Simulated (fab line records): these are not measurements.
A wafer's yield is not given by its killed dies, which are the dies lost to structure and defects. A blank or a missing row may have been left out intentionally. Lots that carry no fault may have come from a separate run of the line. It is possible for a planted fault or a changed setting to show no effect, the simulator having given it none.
Split-lot study | flow rit-cmos | 5 lots, 23 wafers read, on a route of 202 steps

## THE SPLIT ITSELF
At RIT_ACTIVE_CVD_03 (deposits Si3N4 from SiH2Cl2/NH3, target thk 150 nm, time 1500 s), the setting nh3-flow-sccm was moved away from the recipe's 150 sccm on 15 of the 23 wafers read, by -5.2% to +10.9%. This setting was run at the recipe's value on the other wafers.

## FROM THE SPLIT TO THE READING: what the file shows between them, 6 steps
- RIT_ACTIVE_STRIP_14: strips in O2, time 180 s (also split here: pressure-mtorr)
- RIT_ACTIVE_CLEAN_15: cleans in SC1, time 600 s
- RIT_ACTIVE_CLEAN_16: cleans in dHF, time 30 s
- RIT_ACTIVE_CLEAN_17: cleans in SC2, time 600 s
- RIT_FOX1_OXIDATION_00: target thk 350.7 nm, ox time 1130 s
- RIT_FOX1_WET_ETCH_02: etches SiO2 in BOE, target depth 350 nm, time 390 s (also split here: time-s)

## THE READING
Si3N4_of_ACTIVE_CVD_03.thk-nm (the simulator's own value, which no gauge read), in nm, at RIT_FOX2_OXIDATION_00 (target thk 350.7 nm, ox time 1130 s). The file gives no usual value for it. Here, 8 wafers ran the recipe; their average is 132.1 nm with a standard deviation of 1 nm.

wafer  | tool, chamber at the split | nh3-flow-sccm as run, sccm | against the recipe | Si3N4_of_ACTIVE_CVD_03.thk-nm, nm | against lot-mates on the recipe
L075.2 | -, -                       | 142.2                      | -5.2%              | 127.1                             | no lot-mate on the recipe
L075.3 | -, -                       | 142.2                      | -5.2%              | 126.8                             | no lot-mate on the recipe
L075.4 | -, -                       | 142.2                      | -5.2%              | 129.2                             | no lot-mate on the recipe
L075.5 | -, -                       | 142.2                      | -5.2%              | 128.6                             | no lot-mate on the recipe
L075.6 | -, -                       | 142.2                      | -5.2%              | 128.4                             | no lot-mate on the recipe
L076.1 | -, -                       | 164.3                      | +9.5%              | 141.9                             | no lot-mate on the recipe
L076.2 | -, -                       | 164.3                      | +9.5%              | 143.7                             | no lot-mate on the recipe
L076.3 | -, -                       | 164.3                      | +9.5%              | 141.8                             | no lot-mate on the recipe
L076.5 | -, -                       | 164.3                      | +9.5%              | 144.7                             | no lot-mate on the recipe
L076.6 | -, -                       | 164.3                      | +9.5%              | 142.5                             | no lot-mate on the recipe
L078.1 | -, -                       | 150                        | recipe             | 131.7                             | -
L078.2 | -, -                       | 150                        | recipe             | 131.7                             | -
L078.3 | -, -                       | 150                        | recipe             | 130.9                             | -
L078.5 | -, -                       | 150                        | recipe             | 130.8                             | -
L078.6 | -, -                       | 150                        | recipe             | 132.1                             | -
L083.3 | lpcvd-02, 0                | 150                        | recipe             | 133.2                             | -
L083.4 | lpcvd-02, 0                | 150                        | recipe             | 133.8                             | -
L083.5 | lpcvd-02, 0                | 150                        | recipe             | 132.9                             | -
L085.1 | -, -                       | 166.3                      | +10.9%             | 140.7                             | no lot-mate on the recipe
L085.2 | -, -                       | 166.3                      | +10.9%             | 141.1                             | no lot-mate on the recipe
L085.3 | -, -                       | 166.3                      | +10.9%             | 140                               | no lot-mate on the recipe
L085.4 | -, -                       | 166.3                      | +10.9%             | 140.7                             | no lot-mate on the recipe
L085.6 | -, -                       | 166.3                      | +10.9%             | 140.9                             | no lot-mate on the recipe

THE FIT
A straight line over all 23 wafers: Si3N4_of_ACTIVE_CVD_03.thk-nm changes by +0.898 nm for each +1% of nh3-flow-sccm; r = +0.97; the points scatter about the line by 1.5 nm.
Too few moved wafers with a lot-mate on the recipe to fit a line net of each lot's own level.

## THE WHOLE CHAIN: every reading that the file lists as answering this split, in the file's order
step                  | what it does                                        | reading                                                                        | change (the file's fit)               | r (the file's)
RIT_FOX1_OXIDATION_00 | target thk 350.7 nm, ox time 1130 s                 | Si3N4_of_ACTIVE_CVD_03.thk-nm (the simulator's own value, which no gauge read) | +0.967 nm for each +1% of the setting | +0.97
RIT_FOX1_WET_ETCH_02  | etches SiO2 in BOE, target depth 350 nm, time 390 s | Si3N4_of_ACTIVE_CVD_03.thk-nm (the simulator's own value, which no gauge read) | +1.02 nm for each +1% of the setting  | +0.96
RIT_FOX2_OXIDATION_00 | target thk 350.7 nm, ox time 1130 s                 | Si3N4_of_ACTIVE_CVD_03.thk-nm (the simulator's own value, which no gauge read) | +0.897 nm for each +1% of the setting | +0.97

## THE FILE'S OWN FIT
Si3N4_of_ACTIVE_CVD_03.thk-nm changes by +0.897 nm for each +1% of nh3-flow-sccm, r = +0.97.
